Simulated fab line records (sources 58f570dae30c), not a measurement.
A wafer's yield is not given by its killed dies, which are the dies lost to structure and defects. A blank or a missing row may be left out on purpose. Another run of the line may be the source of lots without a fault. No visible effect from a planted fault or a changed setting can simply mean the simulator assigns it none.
The tool behind it: which one? | flow berkeley-cmos170 | 15 lots with 45 wafers sampled at 3 steps, on a route of 331 steps

== WHAT THE GAUGES SHOWED, per wafer ==
UCB170_NVT_TW_MEAS_09. Usual: NVT_TW 523, standard deviation 5.7.
lot  | measured     | on            | NVT_TW      | flag
L770 | day 5 10:19  | film-metro-03 | 528 529 530 |
L771 | day 5 10:25  | film-metro-01 | 527 531 529 |
L774 | day 6 00:21  | film-metro-01 | 522 523 525 |
L775 | day 6 13:08  | film-metro-03 | 528 526 525 |
L777 | day 7 02:27  | film-metro-03 | 530 527 527 |
L780 | day 7 12:03  | film-metro-02 | 517 515 519 |
L781 | day 7 23:29  | film-metro-03 | 528 532 526 |
L782 | day 7 23:45  | film-metro-01 | 524 525 525 |
L783 | day 8 08:11  | film-metro-01 | 526 526 523 |
L784 | day 8 08:29  | film-metro-03 | 524 523 525 |
L785 | day 8 08:32  | film-metro-01 | 526 526 527 |
L790 | day 9 17:04  | film-metro-03 | 528 532 524 |
L792 | day 9 23:55  | film-metro-02 | 513 511 514 |
L791 | day 10 00:08 | film-metro-03 | 526 525 528 |
L793 | day 10 17:10 | film-metro-02 | 519 519 520 |

UCB170_PVT_TW_MEAS_09. Usual: PVT_TW 504, standard deviation 4.8.
lot  | measured     | on            | PVT_TW      | flag
L770 | day 5 12:11  | film-metro-02 | 497 499 497 |
L771 | day 5 12:42  | film-metro-02 | 500 501 500 |
L774 | day 6 02:13  | film-metro-02 | 499 498 500 |
L775 | day 6 15:51  | film-metro-04 | 507 506 508 |
L777 | day 7 03:56  | film-metro-04 | 504 505 504 |
L780 | day 7 14:37  | film-metro-03 | 513 514 509 |
L781 | day 8 03:22  | film-metro-04 | 505 509 512 |
L782 | day 8 03:24  | film-metro-03 | 510 508 510 |
L783 | day 8 10:41  | film-metro-03 | 508 506 508 |
L784 | day 8 10:56  | film-metro-02 | 496 497 499 |
L785 | day 8 11:10  | film-metro-03 | 504 508 505 |
L790 | day 9 19:26  | film-metro-04 | 503 505 505 |
L792 | day 10 01:18 | film-metro-03 | 508 509 507 |
L791 | day 10 01:29 | film-metro-02 | 501 501 501 |
L793 | day 10 18:52 | film-metro-03 | 508 503 505 |

UCB170_PLDD_CD_MEAS_06: target cd 1200 nm. Usual: cd-nm 1200.1 nm, standard deviation 1.3.
lot  | measured     | on        | cd-nm (nm)           | flag
L770 | day 6 00:56  | cd-sem-02 | 1200.3 1202.4 1200.1 |
L771 | day 6 01:56  | cd-sem-02 | 1201.2 1199.8 1200.7 |
L774 | day 6 16:28  | cd-sem-02 | 1200.7 1200.4 1200.4 |
L775 | day 7 06:10  | cd-sem-01 | 1199.9 1199.7 1200.4 |
L777 | day 7 17:20  | cd-sem-02 | 1199.4 1198.3 1197.6 |
L780 | day 8 08:13  | cd-sem-01 | 1201.8 1203.0 1201.4 |
L781 | day 8 16:20  | cd-sem-02 | 1199.2 1199.9 1199.9 |
L782 | day 8 16:46  | cd-sem-01 | 1198.7 1200.4 1199.3 |
L783 | day 9 00:19  | cd-sem-01 | 1199.1 1198.6 1198.7 |
L784 | day 9 00:08  | cd-sem-02 | 1198.3 1199.0 1197.5 |
L785 | day 8 23:46  | cd-sem-01 | 1201.7 1202.5 1202.3 |
L790 | day 10 11:02 | cd-sem-02 | 1200.7 1201.2 1202.3 |
L792 | day 10 20:39 | cd-sem-02 | 1199.9 1199.4 1200.6 |
L791 | day 10 21:30 | cd-sem-02 | 1198.0 1198.7 1198.3 |
L793 | day 11 12:02 | cd-sem-02 | 1200.8 1201.2 1201.1 |

== WHICH TOOL RAN EACH LOT (tool, then ch and the chambers of the sampled wafers, then the start) ==
Before these readings, the record contains no process step.

== AS READ BY THE TOOLS THEMSELVES (means over the sampled wafers that have a number; for cases with no such wafer, the mark the record gives instead) ==
The record holds no such reading with a usual standard deviation.

== THE ANSWER, worked out from the rows above alone ==
Rule: lot off if the mean of its wafers having a number is beyond 3 standard deviations from the usual mean. A lot without any number at a reading at which 4 lots or more have one is off too. The other lots that the step has rows for count as sound. Order of review: gauges by route order, followed by the tools' own readings, for which a lot's mean as printed above is used. The first step at which some lot is off is used, and at that step the reading that is off furthest; a lot without a number counts as furthest.
No lot is off on any of the readings shown, so nothing can be concluded from this.

== WHAT THE SIMULATOR PUT IN ==
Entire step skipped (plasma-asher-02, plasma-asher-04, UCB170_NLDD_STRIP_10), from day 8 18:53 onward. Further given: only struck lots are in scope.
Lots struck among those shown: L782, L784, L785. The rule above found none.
